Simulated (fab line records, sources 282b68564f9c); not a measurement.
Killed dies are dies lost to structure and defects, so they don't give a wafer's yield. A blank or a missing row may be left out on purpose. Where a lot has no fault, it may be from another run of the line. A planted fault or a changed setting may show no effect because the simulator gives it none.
Which of the tools did it? + flow rit cmos + 14 lots, 42 wafers sampled, at 5 steps of a route of 202

WHAT THE GAUGES SHOWED, per wafer
RIT_ACTIVE_THK_MEAS_04.
| lot  | measured    | on            | ACTIVE_NITRIDE_THK (nm) |
|------|-------------|---------------|-------------------------|
| L432 | day 1 13:32 | film metro-04 | 150.8 152.0 152.4       |
| L433 | day 1 18:32 | film metro-04 | 149.3 148.8 149.2       |
| L434 | day 1 23:32 | film metro-04 | 150.8 152.0 151.1       |
| L435 | day 2 04:43 | film metro-01 | 149.2 149.3 148.9       |
| L439 | day 3 00:32 | film metro-01 | 152.0 153.0 151.3       |
| L444 | day 4 01:34 | film metro-04 | 149.5 150.8 150.8       |
| L445 | day 4 06:34 | film metro-01 | 150.9 151.2 149.3       |
| L446 | day 4 11:32 | film metro-01 | 150.6 149.7 150.0       |
| L447 | day 4 16:33 | film metro-01 | 150.0 152.4 151.9       |
| L448 | day 4 21:32 | film metro-04 | 151.5 151.9 151.3       |
| L449 | day 5 02:34 | film metro-04 | 151.1 150.1 150.5       |
| L452 | day 5 18:01 | film metro-04 | 151.5 151.3 153.2       |
| L454 | day 6 03:32 | film metro-04 | 150.1 149.6 149.2       |
| L455 | day 6 08:32 | film metro-04 | 147.5 147.7 147.3       |

RIT_PRETRO_TW_MEAS_10.
| lot  | measured    | on            | PRETRO_TW   |
|------|-------------|---------------|-------------|
| L432 | day 2 08:05 | film metro-02 | 489 487 485 |
| L433 | day 2 13:21 | film metro-02 | 487 486 488 |
| L434 | day 2 17:56 | film metro-02 | 488 485 486 |
| L435 | day 2 22:10 | film metro-01 | 478 477 479 |
| L439 | day 3 18:17 | film metro-01 | 477 476 479 |
| L444 | day 4 19:00 | film metro-01 | 479 476 478 |
| L445 | day 5 00:44 | film metro-02 | 485 488 486 |
| L446 | day 5 05:43 | film metro-04 | 467 469 468 |
| L447 | day 5 10:02 | film metro-04 | 470 469 471 |
| L448 | day 5 15:34 | film metro-04 | 471 468 467 |
| L449 | day 5 21:12 | film metro-02 | 490 488 487 |
| L452 | day 6 11:50 | film metro-01 | 486 485 482 |
| L454 | day 6 22:04 | film metro-02 | 487 488 488 |
| L455 | day 7 02:05 | film metro-04 | 470 470 469 |

RIT_CONTACT_THK_MEAS_01.
| lot  | measured    | on            | CONTACT_TEOS_THK (nm)   |
|------|-------------|---------------|-------------------------|
| L432 | day 3 02:35 | film metro-03 | 390 390 401             |
| L433 | day 3 08:22 | film metro-03 | 401 398 404             |
| L434 | day 3 12:28 | film metro-03 | 802 799 808 802 799 808 |
| L435 | day 3 18:03 | film metro-03 | 395 404 401             |
| L439 | day 4 13:34 | film metro-02 | 799 788 787 798 787 787 |
| L444 | day 5 15:50 | film metro-03 | 395 397 406             |
| L445 | day 5 19:08 | film metro-02 | 402 397 397             |
| L446 | day 6 00:50 | film metro-03 | 400 400 399             |
| L447 | day 6 04:43 | film metro-04 | 398 402 402             |
| L448 | day 6 10:05 | film metro-02 | 398 403 404             |
| L449 | day 6 16:40 | film metro-03 | 397 399 400             |
| L452 | day 7 06:55 | film metro-03 | 391 402 402             |
| L454 | day 7 18:49 | film metro-03 | 396 401 400             |
| L455 | day 7 22:47 | film metro-03 | 391 400 405             |

WHAT TOOL EACH LOT RAN ON (gives the tool, then ch and the chambers of the sampled wafers, and finally the start)
| lot  | RIT_ACTIVE_STRIP_14                 | RIT_CONTACT_CVD_00             |
|------|-------------------------------------|--------------------------------|
| L432 | plasma asher-02 ch 0,1, day 1 14:50 | pecvd-03 ch 0,1,2, day 3 02:32 |
| L433 | plasma asher-03 ch 0,1, day 1 19:58 | pecvd-04 ch 0,2, day 3 08:19   |
| L434 | plasma asher-03 ch 1, day 2 01:03   | pecvd-01 ch 0,1,2, day 3 12:12 |
| L435 | plasma asher-03 ch 0,1, day 2 06:01 | pecvd-03 ch 0,1,2, day 3 18:00 |
| L439 | plasma asher-01 ch 0,1, day 3 01:50 | pecvd-04 ch 0,1,2, day 4 13:17 |
| L444 | plasma asher-03 ch 0,1, day 4 02:54 | pecvd-03 ch 0,1,2, day 5 15:47 |
| L445 | plasma asher-03 ch 0,1, day 4 07:54 | pecvd-04 ch 0,1,2, day 5 19:05 |
| L446 | plasma asher-03 ch 0,1, day 4 12:58 | pecvd-01 ch 0,1,2, day 6 00:47 |
| L447 | plasma asher-01 ch 0,1, day 4 18:02 | pecvd-03 ch 1,2, day 6 04:39   |
| L448 | plasma asher-03 ch 0,1, day 4 22:50 | pecvd-04 ch 0,1, day 6 09:59   |
| L449 | plasma asher-03 ch 0,1, day 5 04:00 | pecvd-01 ch 0,2, day 6 16:37   |
| L452 | plasma asher-03 ch 0,1, day 5 19:35 | pecvd-01 ch 0,1, day 7 06:52   |
| L454 | plasma asher-02 ch 0, day 6 04:50   | pecvd-03 ch 0,1,2, day 7 18:46 |
| L455 | plasma asher-03 ch 0,1, day 6 09:58 | pecvd-01 ch 0,1,2, day 7 22:43 |
- RIT_ACTIVE_STRIP_14: strips in O2, time 180 s.
- RIT_CONTACT_CVD_00: deposits SiO2 from TEOS, target thk 400 nm, time 61 s.

AS READ BY THE TOOLS THEMSELVES (means over the sampled wafers that have a number; for cases with no such wafer, the mark the record gives instead)
RIT_ACTIVE_STRIP_14.
| lot  | tool            | chamber pressure mTorr (mTorr) | drypump motor current A (A) |
|------|-----------------|--------------------------------|-----------------------------|
| L432 | plasma asher-02 | 4003                           | 5.8                         |
| L433 | plasma asher-03 | 3999                           | 6.0                         |
| L434 | plasma asher-03 | 4001                           | 5.7                         |
| L435 | plasma asher-03 | 3998                           | 6.0                         |
| L439 | plasma asher-01 | 3999                           | 5.2                         |
| L444 | plasma asher-03 | 4002                           | 6.4                         |
| L445 | plasma asher-03 | 3998                           | 6.0                         |
| L446 | plasma asher-03 | 3997                           | 6.0                         |
| L447 | plasma asher-01 | 4001                           | 5.2                         |
| L448 | plasma asher-03 | 4003                           | 6.3                         |
| L449 | plasma asher-03 | 4001                           | 6.0                         |
| L452 | plasma asher-03 | 4000                           | 6.3                         |
| L454 | plasma asher-02 | 3997                           | 6.2                         |
| L455 | plasma asher-03 | 3999                           | 6.4                         |

RIT_CONTACT_CVD_00.
| lot  | tool     | heater power w (W) |
|------|----------|--------------------|
| L432 | pecvd-03 | 324                |
| L433 | pecvd-04 | 327                |
| L434 | pecvd-01 | 320                |
| L435 | pecvd-03 | 315                |
| L439 | pecvd-04 | 347                |
| L444 | pecvd-03 | 301                |
| L445 | pecvd-04 | 335                |
| L446 | pecvd-01 | 327                |
| L447 | pecvd-03 | 317                |
| L448 | pecvd-04 | 342                |
| L449 | pecvd-01 | 298                |
| L452 | pecvd-01 | 298                |
| L454 | pecvd-03 | 324                |
| L455 | pecvd-01 | 318                |

THE ANSWER, worked out from the rows above alone
Rule: the lots themselves supply what counts as usual. Put in order of their means at a reading, lots are off if they are a third of the lots or fewer, leave a main group of 4 or more, and stand apart from it by a gap of 3 or more times the standard deviation of the main group's means; of several such gaps the widest counts. If all means in a main group match to the digits the tables above print for the reading, that group is not used. A lot without any number at a reading at which 4 lots or more have one is off too. Where the step has rows for the other lots, those lots are counted as sound. Order of review: gauges by route order, followed by the tools' own readings, for which a lot's mean as printed above is used. The first step at which some lot is off is used, and at that step the reading that is off furthest; a lot without a number counts as furthest.
Off: L434, L439, seen at RIT_CONTACT_THK_MEAS_01 (CONTACT_TEOS_THK). Main group: mean 399 nm, sd 1.9.
A tool fits if, at a process step before that reading, it ran every lot that is off, and no sound lot after the first of them. Gauges at RIT_CONTACT_THK_MEAS_01: tried the same way as those tools. No candidate that was tried fits.

WHAT WAS PUT IN BY THE SIMULATOR
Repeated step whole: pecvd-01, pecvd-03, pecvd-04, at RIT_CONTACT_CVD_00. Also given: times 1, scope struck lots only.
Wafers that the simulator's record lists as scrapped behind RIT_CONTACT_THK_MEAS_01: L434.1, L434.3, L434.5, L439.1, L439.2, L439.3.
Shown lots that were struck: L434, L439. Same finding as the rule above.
